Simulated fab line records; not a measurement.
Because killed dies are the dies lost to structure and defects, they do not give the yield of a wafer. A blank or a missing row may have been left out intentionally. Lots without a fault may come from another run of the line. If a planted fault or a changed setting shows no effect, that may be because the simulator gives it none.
Matching of chambers | flow berkeley_cmos170 | UCB170_M1_ETCH_11 on rie_diel-01 has 4 sister chambers
The step etches BARC in N2/H2. 4 wafers are shown with their chamber, then 7 later ones without.

## WAFERS WITH THEIR CHAMBER
wafer  | chamber | throttle_valve_pct (%)
L245.6 | 0       | 13.10
L247.2 | 2       | 13.41
L249.2 | 3       | 13.17
L249.5 | 1       | 13.69

## WAFERS WHOSE CHAMBER IS MISSING
wafer  | throttle_valve_pct (%)
L249.6 | 13.42
L252.2 | 13.71
L252.3 | 13.09
L252.4 | 13.40
L253.2 | 13.41
L253.4 | 13.19
L253.5 | 13.17

## WHICH CHAMBER EACH ONE RAN IN
wafer  | from the rows above | in truth
L249.6 | 2                   | 2
L252.2 | 1                   | 1
L252.3 | 0                   | 0
L252.4 | 2                   | 2
L253.2 | 2                   | 2
L253.4 | 3                   | 3
L253.5 | 3                   | 3
Correct placement for 7 of the 7. From these rows, 0 cannot be placed. 0 placed wrongly.
How it was worked out, from the rows above alone: a wafer's distance from a chamber is the root of the sum, over the readings, of the square of ((its reading less the chamber's mean) divided by the reading's scatter). The wafer belongs to the nearest chamber; if the next one is less than 2 further off, it can't be placed. The mean given for a chamber averages the wafers shown for that chamber. The scatter: root of mean squared gap, hidden wafer to nearest shown wafer, with one shown wafer a chamber.
